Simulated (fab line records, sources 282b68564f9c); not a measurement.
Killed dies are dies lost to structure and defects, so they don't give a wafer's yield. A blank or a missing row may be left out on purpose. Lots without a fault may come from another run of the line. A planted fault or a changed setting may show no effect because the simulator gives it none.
fab line records | flow rit_cmos
record lots=5 wafers=23
route steps=202 shown M1@196
start_h: hours from the record's first day to the start of the lot's first wafer shown | wait_h: hours since the lot's step before | " the same as in the row above | L1.1+2: a row that stands for several wafers | - no value, or no start given | * or withheld: withheld | < > ~ a bound
route shown NAME@n: a module of which the file shows steps, and the number in the route of the first | usual: mean/standard deviation of fault-free wafers | same: alike in all rows | chamber/n: place in a boat | sites: the reading at each site | _std_site: their standard deviation | _edge_site: outer sites' mean less inner sites' | radius_mm: how far each site lies from the wafer's centre | mask NAME#n: copy n | behind: the tool/chamber that last shaped the wafer | hold: why the lot was held/for how many hours/how that ended | device: the transistor (n, p or np) that didn't switch | end of line: the same wafers' tests at the end of the route | a step without rows: its recipe alone | killed: dies lost to structure and defects at the first sort, not the wafer's yield | map: a wafer's dies, x killed, . not, _ none there
set.NAME: the setting as run; set.NAME@STEP: as run at that earlier step | model.NAME: the simulator's own value behind a step, which no gauge read
lots whose settings were changed on purpose; a table a step, a row a wafer
## steps
# step RIT_M1_METAL_ETCH_12
# recipe stop_on=SiO2 chemistry=Cl2/BCl3 target=Al time_s=165 over_etch_frac=0.5 pressure_mtorr=100 target_depth_a=6000 rf_w=250 Cl2_flow_sccm=60 bcl3_flow_sccm=50
# columns lot.wafer tool chamber start_h wait_h set.rf_w model.NOVOLAK_of_M1_COAT_04.thk_nm
L075.1 rie_metal-04 1 60.29 0.2 271.9 -
L075.2 " 0 " " 250 800.1
L075.3 " 1 " " 271.9 776.4
L075.5 " 1 " " 250 -
L075.6 " 0 " " 250 802.6
L076.1+5+6 rie_metal-03 1,1,0 64.32 0.2 250 -
L076.2 " 0 " " 250 807.7
L076.4 " 1 " " 250 812.8
L081.1 rie_metal-04 1 90.05 0.2 250 806.6
L081.2 " 0 " " 250 800.1
L081.3 " 1 " " 250 803.6
L081.4 " 0 " " 250 803.7
L081.6 " 0 " " 250 799.5
L082.2 rie_metal-03 0 94.76 0.2 250 803.5
L082.4 " 0 " " 250 805.5
L082.5 " 1 " " 250 810.8
L085.2 rie_metal-03 1 111.33 0.2 250 808.7
L085.3 " 0 " " 250 -
L085.4 " 1 " " 226.9 843.7
L085.5 " 0 " " 250 802.4
L085.6 " 1 " " 226.9 -
# step RIT_M1_STRIP_13
# recipe chemistry=nmp resist=NOVOLAK temp_c=80 time_s=600 dry=n2_spin
# step RIT_M1_STRIP_14
# recipe chemistry=O2 time_s=180 platen_temp_c=withheld power_w=500 pressure_mtorr=4000 o2_flow_sccm=4000
# step RIT_M1_ANNEAL_15
# recipe temp_c=450 time_s=1800 ambient=forming_gas_H2N2
# step RIT_M1_PROBE_99
# usual killed_at_contacts=0.1/0.3 killed_at_front_end=7/3.1 killed_dies=7/3.1 killed_open=3.5/2.1 killed_short=3.4/2
# same gross_dies=264 killed_at_M0_to_M3=0 killed_at_M4_up=0 killed_at_back_side=0 killed_at_other=0
# columns lot.wafer tool chamber start_h wait_h set.dose_cm2@NWELL_IMPLANT_08 killed_at_contacts killed_at_front_end killed_dies killed_open killed_short model.etest.well_edge_left.line_ohm_um model.etest.nwell_pinched.rs_ohm_sq
L075.1 prober-02 - 63.29 0.1 5e+13 0 2 2 1 1 182.5 329.2
L075.2 prober-02 - 63.34 0.1 5.313e+13 0 2 2 1 1 176.5 323.7
L075.3 prober-02 - 63.39 0.2 5.313e+13 1 2 3 1 2 173.6 310.2
L075.5 prober-02 - 63.49 0.2 5e+13 0 8 8 5 3 181.1 333.4
L075.6 prober-02 - 63.54 0.2 5e+13 0 9 9 3 6 181.9 337.1
L076.1 prober-01 - 66.59 0.1 4.802e+13 0 10 10 4 6 187.6 346
L076.2 prober-01 - 66.64 0.1 4.802e+13 1 10 11 6 5 187.9 343.3
L076.4 prober-01 - 66.74 0.2 5e+13 1 12 13 6 7 184.5 335.2
L076.5 prober-01 - 66.79 0.2 5e+13 0 10 10 5 5 180.9 333.5
L076.6 prober-01 - 66.84 0.2 4.802e+13 0 8 8 5 3 192.9 351.2
L081.1 prober-02 - 93.58 0.1 5e+13 0 7 7 4 3 184.2 334.2
L081.2 prober-02 - 93.63 0.1 5.173e+13 1 5 6 2 4 177.4 332.3
L081.3 prober-02 - 93.68 0.2 5.173e+13 0 10 10 5 5 178.5 329.4
L081.4 prober-02 - 93.73 0.2 5e+13 0 6 6 2 4 184.9 343.5
L081.6 prober-02 - 93.83 0.2 5.173e+13 0 4 4 1 3 179 330.6
L082.2 prober-01 - 99.05 0.1 5e+13 1 9 10 9 1 181.7 338.3
L082.4 prober-01 - 99.15 0.2 5e+13 0 8 8 2 4 179.7 335.9
L082.5 prober-01 - 99.20 0.2 5e+13 0 7 7 3 4 181.2 338.3
L085.2 prober-02 - 113.63 0.1 4.735e+13 0 6 6 1 5 190.5 351.8
L085.3 prober-02 - 113.68 0.2 5e+13 0 4 4 2 2 184.5 344.6
L085.4 prober-02 - 113.73 0.2 5e+13 0 4 4 1 3 184 342
L085.5 prober-02 - 113.78 0.2 4.735e+13 0 1 1 1 0 190.3 354.5
L085.6 prober-02 - 113.83 0.2 4.735e+13 0 2 2 1 1 185.9 351.8
# killed by level:class
L075.1 FOX2:geometric_particle:open=1 FOX2:geometric_particle:short=1
L075.2 GATE:geometric_particle:open=1 GATE:geometric_particle:short=1
L075.3 FOX1:geometric_particle:open=1 GATE:geometric_particle:short=1 CONTACT:geometric_particle:short=1
L075.5 GATE:geometric_particle:open=2 FOX1:geometric_particle:short=1 FOX1:geometric_particle:open=1 FOX2:geometric_particle:open=1 GATE:geometric_particle:short=1 REOX:geometric_particle:short=1 SPACER:geometric_particle:open=1
L075.6 GATE:geometric_particle:short=2 GATE:geometric_particle:open=2 SILICIDE:geometric_particle:short=2 FOX1:geometric_particle:short=1 SPACER:geometric_particle:short=1 SILICIDE:geometric_particle:open=1
L076.1 GATE:geometric_particle:short=3 GATE:geometric_particle:open=2 SPACER:geometric_particle:open=2 FOX1:geometric_particle:short=1 SPACER:geometric_particle:short=1 SILICIDE:geometric_particle:short=1
L076.2 SPACER:geometric_particle:short=3 SPACER:geometric_particle:open=2 FOX2:geometric_particle:open=1 FOX2:geometric_particle:short=1 GATE:geometric_particle:open=1 REOX:geometric_particle:open=1 SILICIDE:geometric_particle:open=1 CONTACT:geometric_particle:short=1
L076.4 GATE:geometric_particle:open=3 GATE:geometric_particle:short=3 SPACER:geometric_particle:open=2 SILICIDE:geometric_particle:short=2 FOX2:geometric_particle:open=1 SPACER:geometric_particle:short=1 CONTACT:geometric_particle:short=1
L076.5 GATE:geometric_particle:short=3 SPACER:geometric_particle:open=3 GATE:geometric_particle:open=1 REOX:geometric_particle:open=1 SPACER:geometric_particle:short=1 SILICIDE:geometric_particle:short=1
L076.6 GATE:geometric_particle:open=4 GATE:geometric_particle:short=3 FOX2:geometric_particle:open=1
L081.1 GATE:geometric_particle:open=3 GATE:geometric_particle:short=2 REOX:geometric_particle:open=1 SPACER:geometric_particle:short=1
L081.2 GATE:geometric_particle:short=2 FOX1:geometric_particle:short=1 GATE:geometric_particle:open=1 SILICIDE:geometric_particle:open=1 CONTACT:geometric_particle:short=1
L081.3 GATE:geometric_particle:short=4 GATE:geometric_particle:open=2 REOX:geometric_particle:open=1 SPACER:geometric_particle:short=1 SPACER:geometric_particle:open=1 SILICIDE:geometric_particle:open=1
L081.4 GATE:geometric_particle:short=3 FOX1:geometric_particle:short=1 FOX2:geometric_particle:open=1 GATE:geometric_particle:open=1
L081.6 GATE:geometric_particle:short=2 FOX1:geometric_particle:short=1 GATE:geometric_particle:open=1
L082.2 GATE:geometric_particle:open=3 SPACER:geometric_particle:open=2 FOX1:geometric_particle:short=1 FOX1:geometric_particle:open=1 REOX:geometric_particle:open=1 SILICIDE:geometric_particle:open=1 CONTACT:geometric_particle:open=1
L082.4 GATE:geometric_particle:short=2 GATE:coat_microbubble_printed=2 FOX1:geometric_particle:short=1 FOX2:geometric_particle:open=1 REOX:geometric_particle:open=1 SPACER:geometric_particle:short=1
L082.5 SPACER:geometric_particle:short=2 FOX1:geometric_particle:open=1 FOX2:geometric_particle:short=1 FOX2:geometric_particle:open=1 GATE:geometric_particle:open=1 REOX:geometric_particle:short=1
L085.2 REOX:geometric_particle:short=3 FOX2:geometric_particle:short=1 GATE:geometric_particle:short=1 SILICIDE:geometric_particle:open=1
L085.3 FOX2:geometric_particle:open=1 REOX:geometric_particle:short=1 SILICIDE:geometric_particle:short=1 SILICIDE:geometric_particle:open=1
L085.4 GATE:geometric_particle:short=1 REOX:geometric_particle:short=1 REOX:geometric_particle:open=1 SILICIDE:geometric_particle:short=1
L085.5 GATE:geometric_particle:open=1
L085.6 GATE:geometric_particle:short=1 REOX:geometric_particle:open=1
## key
split step=RIT_M1_METAL_ETCH_12 setting=rf_w stated=250 by=wafer
response step=RIT_M1_METAL_ETCH_12 reading=model.NOVOLAK_of_M1_COAT_04.thk_nm change=-3.52 per=1% r=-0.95
split outside_this_file step=RIT_NWELL_IMPLANT_08 setting=dose_cm2
# split outside_this_file: this setting was split too, and the file shows its column; the key of that split is in another file
